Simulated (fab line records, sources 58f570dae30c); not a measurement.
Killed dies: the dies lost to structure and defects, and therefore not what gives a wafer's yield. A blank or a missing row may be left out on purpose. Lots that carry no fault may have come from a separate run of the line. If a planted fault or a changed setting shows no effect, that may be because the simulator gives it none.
Lot-split experiment :: flow berkeley_cmos170 :: 23 wafers read across 5 lots, on a route 331 steps long

## ABOUT THE SPLIT
At UCB170_M2_COAT_10 (resist thk 900 nm), the setting spin_rpm was moved away from the recipe's 1500 rpm on 6 of the 23 wafers read, by -3.7% to +3.0%. For the rest of the wafers, this setting stayed at what the recipe calls for.

The split's own step is where the reading is taken.

## THE READING
KrF_of_M2_COAT_10.thk_nm (the simulator's own value, which no gauge read), in nm, at UCB170_M2_COAT_10 (resist thk 900 nm). No usual value for it is given in the file. Across the 17 wafers here that went through the recipe, the average is 899.2 nm and the standard deviation 2.3 nm.

wafer: L074.1
tool, chamber at the split: litho_track-03, 0
spin_rpm as run, rpm: 1444
against the recipe: -3.7%
KrF_of_M2_COAT_10.thk_nm, nm: 911.6
against lot-mates on the recipe: +16.9

wafer: L074.2
tool, chamber at the split: litho_track-03, 0
spin_rpm as run, rpm: 1444
against the recipe: -3.7%
KrF_of_M2_COAT_10.thk_nm, nm: 913.1
against lot-mates on the recipe: +18.4

wafer: L074.3
tool, chamber at the split: litho_track-03, 0
spin_rpm as run, rpm: 1500
against the recipe: recipe
KrF_of_M2_COAT_10.thk_nm, nm: 895.3
against lot-mates on the recipe: -

wafer: L074.4
tool, chamber at the split: litho_track-03, 0
spin_rpm as run, rpm: 1500
against the recipe: recipe
KrF_of_M2_COAT_10.thk_nm, nm: 895.3
against lot-mates on the recipe: -

wafer: L074.6
tool, chamber at the split: litho_track-03, 0
spin_rpm as run, rpm: 1500
against the recipe: recipe
KrF_of_M2_COAT_10.thk_nm, nm: 893.4
against lot-mates on the recipe: -

wafer: L077.1
tool, chamber at the split: litho_track-03, 0
spin_rpm as run, rpm: 1500
against the recipe: recipe
KrF_of_M2_COAT_10.thk_nm, nm: 900.1
against lot-mates on the recipe: -

wafer: L077.2
tool, chamber at the split: litho_track-03, 0
spin_rpm as run, rpm: 1445
against the recipe: -3.7%
KrF_of_M2_COAT_10.thk_nm, nm: 918.6
against lot-mates on the recipe: +18.6

wafer: L077.3
tool, chamber at the split: litho_track-03, 0
spin_rpm as run, rpm: 1500
against the recipe: recipe
KrF_of_M2_COAT_10.thk_nm, nm: 900.6
against lot-mates on the recipe: -

wafer: L077.4
tool, chamber at the split: litho_track-03, 0
spin_rpm as run, rpm: 1445
against the recipe: -3.7%
KrF_of_M2_COAT_10.thk_nm, nm: 919.6
against lot-mates on the recipe: +19.6

wafer: L077.5
tool, chamber at the split: litho_track-03, 0
spin_rpm as run, rpm: 1500
against the recipe: recipe
KrF_of_M2_COAT_10.thk_nm, nm: 899.2
against lot-mates on the recipe: -

wafer: L082.1
tool, chamber at the split: litho_track-01, 0
spin_rpm as run, rpm: 1545
against the recipe: +3.0%
KrF_of_M2_COAT_10.thk_nm, nm: 887.8
against lot-mates on the recipe: -11.7

wafer: L082.2
tool, chamber at the split: litho_track-01, 0
spin_rpm as run, rpm: 1500
against the recipe: recipe
KrF_of_M2_COAT_10.thk_nm, nm: 899.4
against lot-mates on the recipe: -

wafer: L082.3
tool, chamber at the split: litho_track-01, 0
spin_rpm as run, rpm: 1500
against the recipe: recipe
KrF_of_M2_COAT_10.thk_nm, nm: 899.5
against lot-mates on the recipe: -

wafer: L082.6
tool, chamber at the split: litho_track-01, 0
spin_rpm as run, rpm: 1500
against the recipe: recipe
KrF_of_M2_COAT_10.thk_nm, nm: 899.5
against lot-mates on the recipe: -

wafer: L082.5
tool, chamber at the split: litho_track-01, 0
spin_rpm as run, rpm: 1545
against the recipe: +3.0%
KrF_of_M2_COAT_10.thk_nm, nm: 887.9
against lot-mates on the recipe: -11.6

wafer: L083.1
tool, chamber at the split: litho_track-01, 0
spin_rpm as run, rpm: 1500
against the recipe: recipe
KrF_of_M2_COAT_10.thk_nm, nm: 899.4
against lot-mates on the recipe: -

wafer: L083.2
tool, chamber at the split: litho_track-01, 0
spin_rpm as run, rpm: 1500
against the recipe: recipe
KrF_of_M2_COAT_10.thk_nm, nm: 899.9
against lot-mates on the recipe: -

wafer: L083.3
tool, chamber at the split: litho_track-01, 0
spin_rpm as run, rpm: 1500
against the recipe: recipe
KrF_of_M2_COAT_10.thk_nm, nm: 901.4
against lot-mates on the recipe: -

wafer: L083.5
tool, chamber at the split: litho_track-01, 0
spin_rpm as run, rpm: 1500
against the recipe: recipe
KrF_of_M2_COAT_10.thk_nm, nm: 899.7
against lot-mates on the recipe: -

wafer: L083.6
tool, chamber at the split: litho_track-01, 0
spin_rpm as run, rpm: 1500
against the recipe: recipe
KrF_of_M2_COAT_10.thk_nm, nm: 899.6
against lot-mates on the recipe: -

wafer: L085.2
tool, chamber at the split: litho_track-02, 0
spin_rpm as run, rpm: 1500
against the recipe: recipe
KrF_of_M2_COAT_10.thk_nm, nm: 901.1
against lot-mates on the recipe: -

wafer: L085.4
tool, chamber at the split: litho_track-02, 0
spin_rpm as run, rpm: 1500
against the recipe: recipe
KrF_of_M2_COAT_10.thk_nm, nm: 900.3
against lot-mates on the recipe: -

wafer: L085.5
tool, chamber at the split: litho_track-02, 0
spin_rpm as run, rpm: 1500
against the recipe: recipe
KrF_of_M2_COAT_10.thk_nm, nm: 902.3
against lot-mates on the recipe: -

FIT RESULTS
A straight line over all 23 wafers: KrF_of_M2_COAT_10.thk_nm changes by -4.26 nm for each +1% of spin_rpm; r = -0.95; the points scatter about the line by 2.6 nm.
The same after taking each lot's own level away (the mean of its wafers on the recipe; 23 wafers): -4.65 nm for each +1%; r = -0.99; scatter 1.1 nm.
That fit puts the effect of the largest move of spin_rpm on the reading at 17 nm.
The span of the lots' own levels, 894.67 to 901.23 nm, comes to 2.9 times the standard deviation stated above.
So the lot-to-lot level changes the slope little: the two slopes agree.
Check: with one of the wafers moved furthest among these (-3.7%) left out of the fit, the line predicts +18 nm for it against its lot-mates. Against them it came out at +16.9 nm.

## THE OTHER SPLITS THESE WAFERS WENT THROUGH
Before the reading, these wafers also passed through other splits. Each is held against what the fit with the lots' levels taken away leaves over:
other split on the same wafers: UCB170_PSD_PEB_04 peb_temp_c
wafers away from the commonest value: 7
r with KrF_of_M2_COAT_10.thk_nm (lot level and that fit taken away): +0.28

other split on the same wafers: UCB170_NSD_IMPLANT_08 energy_kev
wafers away from the commonest value: 5
r with KrF_of_M2_COAT_10.thk_nm (lot level and that fit taken away): -0.45

other split on the same wafers: UCB170_SILICIDE_SPUTTER_01 power_w
wafers away from the commonest value: 7
r with KrF_of_M2_COAT_10.thk_nm (lot level and that fit taken away): -0.05

other split on the same wafers: UCB170_CONTACT_COAT_04 spin_rpm
wafers away from the commonest value: 8
r with KrF_of_M2_COAT_10.thk_nm (lot level and that fit taken away): +0.11

other split on the same wafers: UCB170_M1_SPUTTER_00 power_w
wafers away from the commonest value: 10
r with KrF_of_M2_COAT_10.thk_nm (lot level and that fit taken away): -0.41

other split on the same wafers: UCB170_M2_SPUTTER_01 chamber_pressure_pa
wafers away from the commonest value: 10
r with KrF_of_M2_COAT_10.thk_nm (lot level and that fit taken away): +0.29

## THE FILE'S OWN FIT
KrF_of_M2_COAT_10.thk_nm changes by -4.7 nm for each +1% of spin_rpm, r = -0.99.
